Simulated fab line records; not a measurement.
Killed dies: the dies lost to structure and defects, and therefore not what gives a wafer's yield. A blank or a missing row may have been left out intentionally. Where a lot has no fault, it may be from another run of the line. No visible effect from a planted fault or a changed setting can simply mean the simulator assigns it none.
Check of tool commonality | flow rit cmos | 48 wafers sampled across 14 lots

REASON IT WAS OPENED
2 of 14 lots carry a flag on the reading PLDD_OVL at RIT_PLDD_OVL_MEAS_06. Wafers without a fault read 0.7 nm, standard deviation 1.4.
Rule: a lot is flagged in two cases, either no wafer of it has a number, or all its wafers with numbers fall more than 4 standard deviations from that mean. As for the other lots, they are considered sound.

lot  | measured    | on         | PLDD_OVL (nm), wafer by wafer             | flag
L302 | day 3 01:20 | overlay-02 | 1.8 2.8 2.6                               |
L303 | day 3 06:43 | overlay-01 | 0.7 0.5 2.1                               |
L306 | day 3 23:34 | overlay-02 | 2.9 1.8 2.2                               |
L308 | day 4 05:56 | overlay-02 | 1.9 -0.2 -0.1                             |
L309 | day 4 07:46 | overlay-01 | 1.2 0.5 -0.4                              |
L311 | day 4 20:13 | overlay-01 | -1.4 -0.8 0.3                             |
L312 | day 4 21:56 | overlay-01 | 3.9 2.9 2.7                               |
L314 | day 5 08:14 | overlay-02 | -0.7 -0.5 -1.4                            |
L316 | day 5 16:17 | overlay-02 | 1.5 0.0 -0.8                              |
L318 | day 6 03:47 | overlay-01 | 1.2 0.0 1.2                               |
L320 | day 6 13:19 | overlay-02 | -0.7 2.4 3.1                              |
L321 | day 6 17:53 | overlay-01 | 3185.5 3184.1 3185.2 3183.0 3182.0 3182.8 | FLAGGED
L322 | day 6 23:40 | overlay-02 | 3182.8 3182.8 3182.1 3180.8 3180.7 3179.9 | FLAGGED
L325 | day 7 13:37 | overlay-02 | 0.6 0.7 -0.3                              |
Averaged over the flagged lots the numbers come to 3182.6 nm, +3181.9 nm from the usual (+99 or more standard deviations).

EACH LOT AND THE TOOL IT RAN ON
The record keeps 1 process step preceding the reading, out of 202 steps on the route. In each cell: the tool, then ch and the chambers that the sampled wafers went through, then the start.
lot  | flag    | RIT_PLDD_EXPOSE_03
L302 |         | iline stepper-02 ch 0, day 3 00:57
L303 |         | iline stepper-02 ch 0, day 3 06:13
L306 |         | iline stepper-02 ch 0, day 3 23:07
L308 |         | iline stepper-01 ch 0, day 4 05:20
L309 |         | iline stepper-02 ch 0, day 4 07:22
L311 |         | iline stepper-01 ch 0, day 4 19:49
L312 |         | iline stepper-01 ch 0, day 4 21:34
L314 |         | iline stepper-02 ch 0, day 5 07:51
L316 |         | iline stepper-01 ch 0, day 5 15:53
L318 |         | iline stepper-01 ch 0, day 6 03:23
L320 |         | iline stepper-01 ch 0, day 6 12:55
L321 | FLAGGED | iline stepper-02 ch 0, day 6 17:32
L322 | FLAGGED | iline stepper-02 ch 0, day 6 23:16
L325 |         | iline stepper-01 ch 0, day 7 13:13
What these steps do:
- RIT_PLDD_EXPOSE_03: exposes mask M8, target cd 40900 nm.
- RIT_PLDD_OVL_MEAS_06

FLAGGED AGAINST TOTAL, ONE TOOL AT A TIME (gauges that did the reading follow at the end)
step                 | tool             | lots run | flagged | share of the flagged lots | sound lots run after its first flagged lot
RIT_PLDD_EXPOSE_03   | iline stepper-01 | 7        | 0       | none                      | -
RIT_PLDD_EXPOSE_03   | iline stepper-02 | 7        | 2       | all                       | 0
RIT_PLDD_OVL_MEAS_06 | overlay-01       | 6        | 1       | some                      | 0
RIT_PLDD_OVL_MEAS_06 | overlay-02       | 8        | 1       | some                      | 1 (L325)

WHAT THE TABLE PERMITS
1 row of the table ran every flagged lot: iline stepper-02 at RIT_PLDD_EXPOSE_03.
- iline stepper-02 at RIT_PLDD_EXPOSE_03: 2 of its 7 lots flagged. Its last sound lot is L314 (day 5 07:51), its first flagged lot L321 (day 6 17:32): a fault that began between those two fits.
One tool is left: iline stepper-02 at RIT_PLDD_EXPOSE_03.

WHAT WAS PUT IN BY THE SIMULATOR
Scanner matching overlay: iline stepper-02, from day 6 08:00 on, at RIT_PLDD_EXPOSE_03. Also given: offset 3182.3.
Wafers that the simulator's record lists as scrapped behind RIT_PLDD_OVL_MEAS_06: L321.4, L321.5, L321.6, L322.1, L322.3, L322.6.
Lots struck among those shown: L321, L322. The rule above found the same.
